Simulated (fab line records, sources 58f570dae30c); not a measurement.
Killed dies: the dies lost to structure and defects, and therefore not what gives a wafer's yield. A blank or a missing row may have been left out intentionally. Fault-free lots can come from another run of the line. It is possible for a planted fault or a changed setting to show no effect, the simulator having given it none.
The same fault as seen by 2 desks :: flow berkeley_cmos170 :: only its own numbers are on each desk; what lay behind them is given at the end

== THE TOOL OWNER'S DESK: implanter-01 ==
The tool's own readings at UCB170_NWELL_IMPLANT_14, given as means over the sampled wafers that have a number, one for each lot that went through this tool. If a lot's mean is further than 4 standard deviations from the usual mean, the lot is out of limits and carries the mark OUT (the distance appears in the brackets).
Columns: A = dose_ions_cm2 at UCB170_NWELL_IMPLANT_14, usual 9.996e+12
lot: L163
first seen here: day 2 11:01
A: 9.996e+12

lot: L167
first seen here: day 3 12:17
A: 9.995e+12

lot: L168
first seen here: day 3 19:08
A: 9.990e+12

lot: L174
first seen here: day 4 23:56
A: 1.000e+13

lot: L177
first seen here: day 5 09:54
A: 1.017e+13 (+18) OUT

lot: L179
first seen here: day 6 00:08
A: 1.017e+13 (+19) OUT

lot: L181
first seen here: day 6 09:29
A: 1.016e+13 (+17) OUT
This desk finds L177, L179, L181 out of limits, L177 being first, at day 5 09:54 (dose_ions_cm2 at UCB170_NWELL_IMPLANT_14). L163, L167, L168, L174: within limits.

== THE METROLOGY DESK ==
Lot by lot, what the gauges showed, no matter which tool ran the lot: averages of those sampled wafers that carry a number. If a lot's mean is further than 4 standard deviations from the usual mean, the lot is out of limits and carries the mark OUT (the distance appears in the brackets).
Columns: A = NVT_OVL at UCB170_NVT_OVL_MEAS_06, usual 3 nm; B = M3_BOW at UCB170_M3_BOW_MEAS_20, usual 34 um
lot: L163
first seen here: day 6 01:02
A: 4
B: 34

lot: L165
first seen here: day 6 12:22
A: 4
B: 41

lot: L166
first seen here: day 6 12:23
A: 3
B: 25

lot: L167
first seen here: day 6 12:31
A: 1
B: 34

lot: L169
first seen here: day 7 03:26
A: 4
B: 26

lot: L168
first seen here: day 7 03:34
A: -2
B: 35

lot: L170
first seen here: day 7 13:51
A: 11
B: 38

lot: L171
first seen here: day 7 14:07
A: 6
B: 48

lot: L173
first seen here: day 7 23:54
A: 2
B: 35

lot: L174
first seen here: day 8 05:02
A: 3
B: 29

lot: L179
first seen here: day 8 18:31
A: 4
B: 42

lot: L177
first seen here: day 8 19:02
A: -0
B: 30

lot: L181
first seen here: day 9 21:10
A: 2
B: 33

lot: L184
first seen here: day 10 04:09
A: 1
B: 33

lot: L185
first seen here: day 10 04:31
A: 8
B: 37
Finding of this desk: none of the 15 lots has anything out of limits.

== BROUGHT TOGETHER ==
The tool owner's desk had the chance to raise an alarm at day 5 09:54 on L177, L179, L181.
The metrology desk saw nothing out of limits.
The metrology desk has L177, L179, L181 on record, within its limits.
Of the lots named, all ran UCB170_NWELL_IMPLANT_14 on implanter-01.

== WHAT THE SIMULATOR PUT IN ==
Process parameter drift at UCB170_NWELL_IMPLANT_14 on implanter-01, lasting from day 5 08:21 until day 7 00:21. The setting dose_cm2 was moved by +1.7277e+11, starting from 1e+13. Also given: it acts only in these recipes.
Lots struck among those shown: L177, L179, L181.
Each desk's first reading out of limits, in hours after the fault started: the tool owner's desk, 2.
